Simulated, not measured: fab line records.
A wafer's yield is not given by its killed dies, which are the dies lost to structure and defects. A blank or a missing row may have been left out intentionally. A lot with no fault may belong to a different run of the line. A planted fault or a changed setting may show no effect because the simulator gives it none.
fab line records | flow berkeley-cmos170
record: lots: 14 | wafers: 42 | last-day: 13
route steps=331 shown GATE@140 NLDD@164 SPACER@172 CONTACT@230
lots with no fault: from the same line, run without faults
start-h: hours from the record's opening day to when the first of the lot's shown wafers began | wait-h: hours since the lot's step before | " identical to the entry in the row above | L1.1+2: one row covering several wafers at once | - no value present, or no start provided | * or withheld: withheld | < > ~ a bound
route shown NAME@n: names a module that has steps shown in the file, with the first one's number in the route | usual: mean/standard deviation of fault-free wafers | same: alike in all rows | chamber/n: place in a boat | sites: the reading at each site | _std_site: standard deviation of those values | _edge_site: mean of outer sites minus mean of inner sites | radius-mm: for every site, how far away it sits from the centre of the wafer | mask NAME#n: copy n | behind: the last tool/chamber to shape the wafer | hold: reason for holding the lot/hours on hold/outcome of the hold | device: names the non-switching transistor (n, p or np) | end of line: the same wafers' tests at the end of the route | for a step that has no rows: nothing shown but its recipe | killed: count of dies lost to structure and defects at first sort (not the wafer's yield) | map: per-die view of a wafer (x killed, . not killed, _ where there is no die)
set.NAME: the setting the step ran with; set.NAME@STEP: the setting that earlier step ran with | model.NAME: the simulator's own value behind a step, which no gauge read
steps of the route over a sample of lots; a table a step, a row a wafer
services: when a tool's chamber went out of use (start-h, in hours from the record's first day, below 0 if earlier), for how many hours, and the reason
== steps ==
step: UCB170_GATE_ETCH_14
recipe: chemistry: N2/H2 | target-depth-a: withheld | overetch-a: withheld | target: BARC | time-s: withheld | source-w: 500 | bias-w: 100 | pressure-mtorr: 30 | n2-flow-sccm: 100 | h2-flow-sccm: 200
usual: drypump-motor-current-A: 5.7/0.37 | oes-product-au: 1.000/0.018 | throttle-valve-pct: 13.28/0.16
lot.wafer | tool        | chamber | start-h | wait-h | drypump-motor-current-A | oes-product-au | throttle-valve-pct
L294.2    | rie-diel-04 | 2       | 150.57  | 0.0    | 6.3                     | 0.993          | 12.90
L294.4    | "           | 0       | "       | "      | 5.0                     | 1.029          | 13.22
L294.6    | "           | 2       | "       | "      | 6.4                     | 1.001          | 12.92
L295.1    | rie-diel-02 | 2       | 151.04  | 0.0    | 5.9                     | 0.998          | 13.54
L295.3    | "           | 0       | "       | "      | 6.2                     | 0.960          | 13.28
L295.4    | "           | 3       | "       | "      | 6.0                     | 0.992          | 13.33
L306.1    | rie-diel-02 | 1       | 215.53  | 0.0    | 5.2                     | 0.989          | 13.34
L306.2    | "           | 0       | "       | "      | 6.2                     | 0.968          | 13.28
L306.4    | "           | 3       | "       | "      | 5.9                     | 1.002          | 13.32
L307.2    | rie-diel-01 | 0       | 215.65  | 0.0    | 5.5                     | 0.985          | 13.15
L307.4    | "           | 3       | "       | "      | 5.4                     | 1.033          | 13.21
L307.5    | "           | 3       | "       | "      | 5.4                     | 1.035          | 13.22
L308.2    | rie-diel-04 | 2       | 216.25  | 0.0    | 6.4                     | 1.003          | 12.89
L308.3    | "           | 1       | "       | "      | 5.6                     | 0.991          | 13.37
L308.5    | "           | 3       | "       | "      | 5.4                     | 0.990          | 13.47
L309.4    | rie-diel-02 | 0       | 222.32  | 0.0    | 6.2                     | 0.971          | 13.28
L309.5    | "           | 0       | "       | "      | 6.2                     | 0.975          | 13.28
L309.6    | "           | 3       | "       | "      | 5.9                     | 1.014          | 13.34
L312.4    | rie-diel-02 | 2       | 229.06  | 0.0    | 5.9                     | 1.006          | 13.55
L312.5    | "           | 3       | "       | "      | 6.0                     | 0.997          | 13.33
L312.6    | "           | 0       | "       | "      | 6.2                     | 0.964          | 13.29
L310.3    | rie-diel-01 | 1       | 229.30  | 0.0    | 5.5                     | 0.989          | 13.20
L310.4    | "           | 0       | "       | "      | 5.4                     | 0.985          | 13.17
L310.6    | "           | 1       | "       | "      | 5.5                     | 1.010          | 13.20
L311.3    | rie-diel-02 | 0       | 229.57  | 0.0    | 6.2                     | 0.958          | 13.27
L311.4    | "           | 3       | "       | "      | 5.9                     | 1.003          | 13.32
L311.6    | "           | 2       | "       | "      | 5.9                     | 0.996          | 13.51
L313.1    | rie-diel-04 | 0       | 237.41  | 0.0    | 5.0                     | 0.999          | 13.22
L313.3    | "           | 3       | "       | "      | 5.4                     | 0.984          | 13.49
L313.4    | "           | 2       | "       | "      | 6.3                     | 0.994          | 12.91
L314.1    | rie-diel-04 | 1       | 251.42  | 0.0    | 5.6                     | 0.989          | 13.38
L314.3    | "           | 2       | "       | "      | 6.3                     | 1.014          | 12.89
L314.5    | "           | 0       | "       | "      | 5.0                     | 1.007          | 13.21
L315.1    | rie-diel-01 | 2       | 251.55  | 0.0    | 5.9                     | 1.009          | 13.17
L315.4    | "           | 0       | "       | "      | 5.5                     | 0.985          | 13.17
L315.6    | "           | 3       | "       | "      | 5.4                     | 1.039          | 13.21
L316.2    | rie-diel-04 | 0       | 251.67  | 0.0    | 5.0                     | 1.017          | 13.21
L316.5    | "           | 0       | "       | "      | 5.0                     | 1.013          | 13.21
L316.6    | "           | 1       | "       | "      | 5.6                     | 0.984          | 13.37
L317.3    | rie-diel-01 | 0       | 258.65  | 0.0    | 5.5                     | 0.987          | 13.17
L317.5    | "           | 1       | "       | "      | 5.5                     | 1.002          | 13.21
L317.6    | "           | 0       | "       | "      | 5.5                     | 0.978          | 13.17
step: UCB170_NLDD_CD_MEAS_06
recipe: target-cd-nm: 1200
usual: cd-nm: 1199.8/1.2
lot.wafer | tool      | chamber | start-h | wait-h | cd-nm
L294.2    | cd-sem-02 | -       | 154.31  | -      | 1200.4
L294.4    | "         | -       | "       | "      | 1198.7
L294.6    | "         | -       | "       | "      | 1199.7
L295.1    | cd-sem-01 | -       | 154.97  | -      | 1198.9
L295.3    | "         | -       | "       | "      | 1199.3
L295.4    | "         | -       | "       | "      | 1197.2
L306.1    | cd-sem-02 | -       | 219.27  | -      | 1199.3
L306.2    | "         | -       | "       | "      | 1198.6
L306.4    | "         | -       | "       | "      | 1199.9
L307.2    | cd-sem-02 | -       | 219.57  | -      | 1199.4
L307.4    | "         | -       | "       | "      | 1199.7
L307.5    | "         | -       | "       | "      | 1198.6
L308.2    | cd-sem-01 | -       | 220.41  | -      | 1200.8
L308.3    | "         | -       | "       | "      | 1200.0
L308.5    | "         | -       | "       | "      | 1199.1
L309.4    | cd-sem-02 | -       | 226.53  | -      | 1198.7
L309.5    | "         | -       | "       | "      | 1198.5
L309.6    | "         | -       | "       | "      | 1199.9
L312.4    | cd-sem-02 | -       | 232.66  | -      | 1199.7
L312.5    | "         | -       | "       | "      | 1200.8
L312.6    | "         | -       | "       | "      | 1201.3
L310.3    | cd-sem-01 | -       | 232.91  | -      | 1197.7
L310.4    | "         | -       | "       | "      | 1199.4
L310.6    | "         | -       | "       | "      | 1199.9
L311.3    | cd-sem-01 | -       | 233.24  | -      | 1201.1
L311.4    | "         | -       | "       | "      | 1201.0
L311.6    | "         | -       | "       | "      | 1200.1
L313.1    | cd-sem-02 | -       | 240.82  | -      | 1200.4
L313.3    | "         | -       | "       | "      | 1201.1
L313.4    | "         | -       | "       | "      | 1201.1
L314.1    | cd-sem-01 | -       | 254.95  | -      | 1200.6
L314.3    | "         | -       | "       | "      | 1201.0
L314.5    | "         | -       | "       | "      | 1200.7
L315.1    | cd-sem-01 | -       | 255.33  | -      | 1202.2
L315.4    | "         | -       | "       | "      | 1202.8
L315.6    | "         | -       | "       | "      | 1201.9
L316.2    | cd-sem-01 | -       | 255.68  | -      | 1199.7
L316.5    | "         | -       | "       | "      | 1199.8
L316.6    | "         | -       | "       | "      | 1200.2
L317.3    | cd-sem-01 | -       | 262.98  | -      | 1199.9
L317.5    | "         | -       | "       | "      | 1201.9
L317.6    | "         | -       | "       | "      | 1200.3
step: UCB170_SPACER_THK_MEAS_01
recipe: reads: SiO2_of_SPACER_CVD_00
usual: SPACER_TEOS_THK: 378/5.1
lot.wafer | tool          | chamber | start-h | wait-h | SPACER_TEOS_THK[nm]
L294.2    | film-metro-02 | -       | 155.41  | 0.0    | 377
L294.4    | "             | -       | "       | "      | 382
L294.6    | "             | -       | "       | "      | 379
L295.1    | film-metro-01 | -       | 155.83  | 0.0    | 373
L295.3    | "             | -       | "       | "      | 372
L295.4    | "             | -       | "       | "      | 375
L306.1    | film-metro-01 | -       | 220.11  | 0.0    | 373
L306.2    | "             | -       | "       | "      | 375
L306.4    | "             | -       | "       | "      | 376
L307.2    | film-metro-01 | -       | 220.39  | 0.0    | 373
L307.4    | "             | -       | "       | "      | 380
L307.5    | "             | -       | "       | "      | 378
L308.2    | film-metro-02 | -       | 223.81  | 0.0    | 373
L308.3    | "             | -       | "       | "      | 380
L308.5    | "             | -       | "       | "      | 374
L309.4    | film-metro-04 | -       | 227.35  | 0.0    | 388
L309.5    | "             | -       | "       | "      | 390
L309.6    | "             | -       | "       | "      | 387
L312.4    | film-metro-01 | -       | 233.46  | 0.0    | 385
L312.5    | "             | -       | "       | "      | 378
L312.6    | "             | -       | "       | "      | 385
L310.3    | film-metro-02 | -       | 233.72  | 0.0    | 373
L310.4    | "             | -       | "       | "      | 381
L310.6    | "             | -       | "       | "      | 391
L311.3    | film-metro-01 | -       | 234.05  | 0.0    | 375
L311.4    | "             | -       | "       | "      | 384
L311.6    | "             | -       | "       | "      | 381
L313.1    | film-metro-04 | -       | 241.66  | 0.0    | 374
L313.3    | "             | -       | "       | "      | 375
L313.4    | "             | -       | "       | "      | 382
L314.1    | film-metro-04 | -       | 255.82  | 0.0    | 374
L314.3    | "             | -       | "       | "      | 377
L314.5    | "             | -       | "       | "      | 382
L315.1    | film-metro-01 | -       | 256.18  | 0.0    | 373
L315.4    | "             | -       | "       | "      | 380
L315.6    | "             | -       | "       | "      | 380
L316.2    | film-metro-01 | -       | 256.54  | 0.1    | 377
L316.5    | "             | -       | "       | "      | 386
L316.6    | "             | -       | "       | "      | 387
L317.3    | film-metro-04 | -       | 263.79  | 0.0    | 380
L317.5    | "             | -       | "       | "      | 386
L317.6    | "             | -       | "       | "      | 382
step: UCB170_CONTACT_DEVELOP_14
recipe: developer: TMAH | develop-time-s: 45 | resist: KrF | dev-temp-c: 21
usual: chill-plate-temp-C: 23.03/0.11 | develop-time-s: 45/0 | resist-line-temp-C: 22.99/0.1
lot.wafer | tool           | chamber | start-h | wait-h | chill-plate-temp-C | develop-time-s | resist-line-temp-C
L295.1    | litho-track-03 | 0       | 175     | -      | 22.96              | 45             | 23.06
L295.3    | "              | 0       | "       | "      | 23.14              | 45             | 22.88
L295.4    | "              | 0       | "       | "      | 23.17              | 45             | 23.00
L294.2    | litho-track-03 | 0       | 178     | -      | 23.06              | 45             | 23.09
L294.4    | "              | 0       | "       | "      | 22.97              | 45             | 23.06
L294.6    | "              | 0       | "       | "      | 22.82              | 45             | 23.05
L306.1    | litho-track-04 | -       | 236     | -      | -                  | -              | -
L306.2    | "              | -       | "       | "      | -                  | -              | -
L306.4    | "              | -       | "       | "      | -                  | -              | -
L307.2    | litho-track-03 | -       | 236     | -      | -                  | -              | -
L307.4    | "              | -       | "       | "      | -                  | -              | -
L307.5    | "              | -       | "       | "      | -                  | -              | -
L308.2    | litho-track-03 | 0       | 237     | -      | 22.87              | 45             | 22.97
L308.3    | "              | 0       | "       | "      | 22.96              | 45             | 22.97
L308.5    | "              | 0       | "       | "      | 22.93              | 45             | 23.09
L309.4    | litho-track-02 | 0       | 244     | -      | 23.24              | 45             | 23.08
L309.5    | "              | 0       | "       | "      | 23.16              | 45             | 23.16
L309.6    | "              | 0       | "       | "      | 23.28              | 45             | 23.07
L312.4    | litho-track-03 | 0       | 249     | -      | 22.88              | 45             | 23.09
L312.5    | "              | 0       | "       | "      | 22.89              | 45             | 22.92
L312.6    | "              | 0       | "       | "      | 23.00              | 45             | 23.11
L311.3    | litho-track-02 | 0       | 250     | -      | 23.01              | 45             | 22.91
L311.4    | "              | 0       | "       | "      | 23.01              | 45             | 22.91
L311.6    | "              | 0       | "       | "      | 22.95              | 45             | 23.01
L310.3    | litho-track-04 | 0       | 250     | -      | 23.16              | 45             | 23.14
L310.4    | "              | 0       | "       | "      | 23.09              | 45             | 23.31
L310.6    | "              | 0       | "       | "      | 23.17              | 45             | 23.15
L313.1    | litho-track-04 | 0       | 257     | -      | 23.03              | 45             | 22.94
L313.3    | "              | 0       | "       | "      | 23.05              | 45             | 22.86
L313.4    | "              | 0       | "       | "      | 23.10              | 45             | 23.07
L314.1    | litho-track-04 | 0       | 270     | -      | 22.78              | 45             | 22.94
L314.3    | "              | 0       | "       | "      | 22.75              | 45             | 23.00
L314.5    | "              | 0       | "       | "      | 22.92              | 45             | 22.87
L315.1    | litho-track-02 | 0       | 271     | -      | 22.99              | 45             | 23.00
L315.4    | "              | 0       | "       | "      | 23.08              | 45             | 23.14
L315.6    | "              | 0       | "       | "      | 23.07              | 45             | 23.07
L316.2    | litho-track-03 | 0       | 271     | -      | 23.03              | 45             | 22.97
L316.5    | "              | 0       | "       | "      | 22.95              | 45             | 22.84
L316.6    | "              | 0       | "       | "      | 22.84              | 45             | 22.83
L317.3    | litho-track-04 | 0       | 283     | -      | 22.96              | 45             | 23.22
L317.5    | "              | 0       | "       | "      | 23.00              | 45             | 23.10
L317.6    | "              | 0       | "       | "      | 23.13              | 45             | 23.01
== services ==
tool        | chamber | start-h | hours | kind
rie-diel-02 | 0       | 158.88  | 51.2  | repair
rie-diel-02 | 2       | 165.59  | 7.0   | repair
rie-diel-01 | 2       | 166.75  | 1.9   | repair
rie-diel-04 | 0       | 210.72  | -     | clean
rie-diel-04 | 0       | 210.72  | 22.8  | scheduled-down
rie-diel-04 | 0       | 210.72  | 22.8  | vent-cycle
rie-diel-04 | -       | 221.59  | 14.6  | pm
rie-diel-01 | 1       | 262.82  | 21.0  | repair
== key ==
first-sign: step: UCB170_CONTACT_DEVELOP_14 | reading: tool-record | direction: missing
effect none on later readings
met-at UCB170_CONTACT_DEVELOP_14
struck-lots L306,L307
later-rows-left-out L306.1,L306.2,L306.4,L307.2,L307.4,L307.5
sort-left-out L306.1,L306.2,L306.4,L307.2,L307.4,L307.5
tester-left-out L306,L307
not-acting-at UCB170_GATE_ETCH_14,UCB170_NLDD_CD_MEAS_06,UCB170_SPACER_THK_MEAS_01
onset-between 178 236
fault: kind: skipped-step-whole | tool: litho-track-03,litho-track-04 | chamber: - | onset-h: 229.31 | steps: UCB170_CONTACT_DEVELOP_14 | scope: struck-lots-only
tester-left-out: of these lots the tester's yield and bins aren't shown, on N5 and GAA mostly nor the transistor test; their killed dies are dies lost to structure and defects alone, not to doping, threshold or leakage, so they don't give the yield
sort-left-out: the simulated sort isn't trusted on such a fault, so these wafers' sort isn't shown, and their yield isn't known
later-rows-left-out: the simulator's readings of these wafers behind a module that went badly wrong aren't trusted and aren't shown, but for the sort
